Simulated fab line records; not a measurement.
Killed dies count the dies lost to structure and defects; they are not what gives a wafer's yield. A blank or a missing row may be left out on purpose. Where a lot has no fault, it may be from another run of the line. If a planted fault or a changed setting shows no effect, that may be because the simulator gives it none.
Which tool was responsible? + flow berkeleyCmos170 + 15 lots with 45 wafers sampled at 5 steps, on a route of 331 steps

== WHAT EACH GAUGE READ, for each wafer ==
UCB170_PWELL_TW_MEAS_17. Usual: PWELL_TW 380.1, standard deviation 2.9.
| lot  | measured    | on           | PWELL_TW          | flag |
|------|-------------|--------------|-------------------|------|
| L424 | day 3 03:28 | filmMetro-04 | 382.6 384.0 384.0 |      |
| L425 | day 3 13:18 | filmMetro-01 | 382.3 379.8 381.6 |      |
| L426 | day 3 13:10 | filmMetro-03 | 376.3 375.3 374.1 |      |
| L427 | day 3 22:14 | filmMetro-01 | 384.3 384.8 383.1 |      |
| L428 | day 3 21:59 | filmMetro-01 | 382.4 380.2 381.2 |      |
| L429 | day 4 00:16 | filmMetro-03 | 375.5 375.8 375.5 |      |
| L432 | day 5 07:26 | filmMetro-04 | 382.3 379.7 383.2 |      |
| L434 | day 5 10:46 | filmMetro-03 | 368.9 368.5 370.0 | OFF  |
| L435 | day 5 10:16 | filmMetro-01 | 379.8 382.2 383.2 |      |
| L437 | day 6 06:40 | filmMetro-03 | 369.7 370.1 368.7 | OFF  |
| L439 | day 6 06:34 | filmMetro-04 | 385.9 381.9 383.9 |      |
| L438 | day 6 06:18 | filmMetro-03 | 370.0 371.0 369.5 | OFF  |
| L442 | day 7 01:46 | filmMetro-01 | 380.0 382.7 382.2 |      |
| L443 | day 7 09:48 | filmMetro-03 | 373.1 377.2 375.4 |      |
| L445 | day 7 18:27 | filmMetro-01 | 379.1 382.3 381.0 |      |

UCB170_ACTIVE_CD_MEAS_13: the cd target is 1200 nm. Usual: cdNm reads 1200.0 nm (standard deviation 1.5).
| lot  | measured    | on       | cdNm (nm)            | flag |
|------|-------------|----------|----------------------|------|
| L424 | day 4 07:04 | cdSem-02 | 1198.9 1197.8 1198.8 |      |
| L425 | day 4 16:53 | cdSem-01 | 1200.9 1199.9 1201.1 |      |
| L426 | day 4 16:36 | cdSem-02 | 1200.5 1200.8 1201.9 |      |
| L427 | day 5 07:46 | cdSem-02 | 1200.3 1201.3 1200.0 |      |
| L428 | day 5 07:17 | cdSem-01 | 1199.5 1199.4 1199.1 |      |
| L429 | day 5 14:05 | cdSem-01 | 1198.8 1199.4 1197.9 |      |
| L432 | day 6 08:42 | cdSem-02 | 1200.2 1199.2 1199.7 |      |
| L434 | day 6 16:44 | cdSem-01 | 1201.9 1201.0 1201.0 |      |
| L435 | day 6 16:58 | cdSem-01 | 1200.3 1201.7 1201.2 |      |
| L437 | day 7 18:28 | cdSem-02 | 1198.1 1197.8 1197.5 |      |
| L439 | day 7 13:52 | cdSem-02 | 1201.6 1200.7 1200.8 |      |
| L438 | day 7 14:10 | cdSem-02 | 1198.5 1200.9 1199.4 |      |
| L442 | day 8 10:40 | cdSem-02 | 1202.3 1201.5 1201.5 |      |
| L443 | day 8 15:31 | cdSem-01 | 1204.8 1203.2 1202.2 |      |
| L445 | day 8 22:07 | cdSem-02 | 1197.5 1199.7 1198.5 |      |

UCB170_SDANNEAL_RS_MEAS_02: uses a four-point probe to measure. Usual: PSD_RS 75.56 ohm/sq, standard deviation 0.29.
| lot  | measured     | on           | PSD_RS (ohm/sq)   | flag |
|------|--------------|--------------|-------------------|------|
| L424 | day 6 22:50  | filmMetro-02 | 75.72 75.61 75.62 |      |
| L425 | day 7 08:26  | filmMetro-02 | 75.12 75.10 74.89 |      |
| L426 | day 7 07:48  | filmMetro-02 | 75.67 75.70 76.14 |      |
| L427 | day 7 22:12  | filmMetro-03 | 75.26 75.94 75.93 |      |
| L428 | day 7 22:12  | filmMetro-02 | 75.59 75.47 75.67 |      |
| L429 | day 8 07:44  | filmMetro-01 | 75.62 75.13 75.39 |      |
| L432 | day 9 05:22  | filmMetro-03 | 75.57 75.68 75.58 |      |
| L434 | day 9 14:25  | filmMetro-01 | 75.60 76.13 76.03 |      |
| L435 | day 9 14:13  | filmMetro-03 | 75.68 75.74 75.59 |      |
| L437 | day 10 10:58 | filmMetro-02 | 75.36 75.75 75.59 |      |
| L439 | day 10 06:37 | filmMetro-02 | 75.60 75.42 75.27 |      |
| L438 | day 10 06:44 | filmMetro-01 | 75.53 75.79 75.61 |      |
| L442 | day 11 08:32 | filmMetro-01 | 75.17 75.42 75.21 |      |
| L443 | day 11 08:50 | filmMetro-03 | 75.57 75.85 75.49 |      |
| L445 | day 11 13:09 | filmMetro-03 | 76.28 75.98 76.40 |      |

== TOOL THAT RAN EACH LOT (tool first, then ch and the chambers of the sampled wafers, then the start) ==
| lot  | UCB170_ZERO_ETCH_06              | UCB170_PWELL_IMPLANT_15        |
|------|----------------------------------|--------------------------------|
| L424 | rieDiel-03 ch 1,2, day 1 23:59   | implanter-01 ch 0, day 3 03:14 |
| L425 | rieDiel-02 ch 1,2,3, day 2 07:50 | implanter-04 ch 0, day 3 13:05 |
| L426 | rieDiel-01 ch 0,1,2, day 2 07:57 | implanter-03 ch 0, day 3 12:55 |
| L427 | rieDiel-02 ch 1,2,3, day 2 16:20 | implanter-04 ch 0, day 3 21:57 |
| L428 | rieDiel-01 ch 1,2,3, day 2 18:11 | implanter-01 ch 0, day 3 21:44 |
| L429 | rieDiel-02 ch 0,1,3, day 2 22:01 | implanter-03 ch 0, day 4 00:02 |
| L432 | rieDiel-01 ch 0,1,3, day 3 20:43 | implanter-04 ch 0, day 5 07:11 |
| L434 | rieDiel-02 ch 1,2,3, day 4 01:59 | implanter-01 ch 0, day 5 10:31 |
| L435 | rieDiel-02 ch 0,1,2, day 4 06:16 | implanter-01 ch 0, day 5 10:02 |
| L437 | rieDiel-02 ch 0,1,3, day 4 21:55 | implanter-01 ch 0, day 6 06:25 |
| L439 | rieDiel-02 ch 2,3, day 5 03:02   | implanter-04 ch 0, day 6 06:21 |
| L438 | rieDiel-02 ch 0,2,3, day 5 03:09 | implanter-01 ch 0, day 6 06:03 |
| L442 | rieDiel-02 ch 0,1,2, day 5 17:23 | implanter-04 ch 0, day 7 01:31 |
| L443 | rieDiel-03 ch 0,1,3, day 6 00:08 | implanter-04 ch 0, day 7 09:35 |
| L445 | rieDiel-03 ch 1,2,3, day 6 08:11 | implanter-03 ch 0, day 7 18:12 |
- UCB170_ZERO_ETCH_06: etches SiO2 in CHF3/CF4/Ar, time 12 s.
- UCB170_PWELL_IMPLANT_15

== AS READ BY THE TOOLS THEMSELVES (means over the sampled wafers that have a number; for cases with no such wafer, the mark the record gives instead) ==
UCB170_ZERO_ETCH_06. Usual: CHF3_flow_sccm 50.01 sccm, standard deviation 0.15; drypumpMotorCurrentA 5.6 A, standard deviation 0.55; oesProductAu 0.622 a.u., standard deviation 0.0097; throttleValvePct 9.12 %, standard deviation 0.061.
| lot  | tool       | CHF3_flow_sccm (sccm) | drypumpMotorCurrentA (A) | oesProductAu (a.u.) | throttleValvePct (%) | flag |
|------|------------|-----------------------|--------------------------|---------------------|----------------------|------|
| L424 | rieDiel-03 | 50.03                 | 5.4                      | 0.626               | 9.17                 |      |
| L425 | rieDiel-02 | 50.00                 | 5.5                      | 0.625               | 9.11                 |      |
| L426 | rieDiel-01 | 49.89                 | 5.9                      | 0.624               | 9.13                 |      |
| L427 | rieDiel-02 | 50.05                 | 5.5                      | 0.626               | 9.11                 |      |
| L428 | rieDiel-01 | 49.96                 | 5.9                      | 0.621               | 9.09                 |      |
| L429 | rieDiel-02 | 50.00                 | 5.4                      | 0.623               | 9.13                 |      |
| L432 | rieDiel-01 | 50.02                 | 6.2                      | 0.622               | 9.09                 |      |
| L434 | rieDiel-02 | 49.99                 | 5.5                      | 0.626               | 9.10                 |      |
| L435 | rieDiel-02 | 49.93                 | 5.0                      | 0.624               | 9.12                 |      |
| L437 | rieDiel-02 | 49.86                 | 5.3                      | 0.621               | 9.13                 |      |
| L439 | rieDiel-02 | 50.02                 | 5.5                      | 0.625               | 9.10                 |      |
| L438 | rieDiel-02 | 49.84                 | 5.4                      | 0.616               | 9.10                 |      |
| L442 | rieDiel-02 | 50.03                 | 5.0                      | 0.624               | 9.12                 |      |
| L443 | rieDiel-03 | 49.98                 | 5.8                      | 0.612               | 9.11                 |      |
| L445 | rieDiel-03 | 49.93                 | 5.7                      | 0.623               | 9.09                 |      |

UCB170_PWELL_IMPLANT_15. Usual: doseIonsCm2 4.999e+12, standard deviation 5.3e+09; faradayCurrentUA 15.8, standard deviation 0.3.
| lot  | tool         | doseIonsCm2 | faradayCurrentUA | flag |
|------|--------------|-------------|------------------|------|
| L424 | implanter-01 | 4.996e+12   | 15.9             |      |
| L425 | implanter-04 | 4.992e+12   | 15.5             |      |
| L426 | implanter-03 | 5.003e+12   | 15.8             |      |
| L427 | implanter-04 | 5.007e+12   | 16.3             |      |
| L428 | implanter-01 | 4.993e+12   | 16.1             |      |
| L429 | implanter-03 | 5.001e+12   | 15.9             |      |
| L432 | implanter-04 | 5.004e+12   | 16.0             |      |
| L434 | implanter-01 | 4.665e+12   | 14.9             | OFF  |
| L435 | implanter-01 | 4.997e+12   | 15.7             |      |
| L437 | implanter-01 | 4.662e+12   | 14.9             | OFF  |
| L439 | implanter-04 | 5.001e+12   | 16.2             |      |
| L438 | implanter-01 | 4.661e+12   | 14.9             | OFF  |
| L442 | implanter-04 | 5.001e+12   | 15.8             |      |
| L443 | implanter-04 | 5.003e+12   | 16.0             |      |
| L445 | implanter-03 | 5.003e+12   | 16.0             |      |

== THE ANSWER, worked out from the rows above alone ==
Rule: a lot is off if the mean of its wafers that have a number lies more than 3 standard deviations from the usual mean. Also off: a lot with no number at a reading for which 4 or more lots have one. Any other lot the step has rows for is counted as sound. Order of review: gauges by route order, followed by the tools' own readings, for which a lot's mean as printed above is used. The first step at which some lot is off is used, and at that step the reading that is off furthest; a lot without a number counts as furthest.
Off: at UCB170_PWELL_TW_MEAS_17 (PWELL_TW), L434, L437, L438.
A tool fits if, at a process step before that reading, it ran every lot that is off, and no sound lot after the first of them. Not tried: the gauges at UCB170_PWELL_TW_MEAS_17; whatever is off there is also off at UCB170_PWELL_IMPLANT_15, on other tools, and gauge error can't account for it. One fits: UCB170_PWELL_IMPLANT_15 on implanter-01. Its last sound lot is L435 (day 5 10:02), its first lot that is off L434 (day 5 10:31): a fault that began between those two fits.
The tool's own readings at UCB170_PWELL_IMPLANT_15 bear it out: on the lots that are off they differ by more than 5 times the standard deviation of the sound lots' means. doseIonsCm2 reads 4.663e+12 there against 5.000e+12 on the sound lots.

== WHAT THE SIMULATOR HAD PUT IN ==
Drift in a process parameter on implanter-01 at UCB170_PWELL_IMPLANT_15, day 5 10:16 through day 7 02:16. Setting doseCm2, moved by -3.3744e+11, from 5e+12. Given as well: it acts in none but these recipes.
Struck lots among those shown: L434, L438, L437. The rule above found the same.
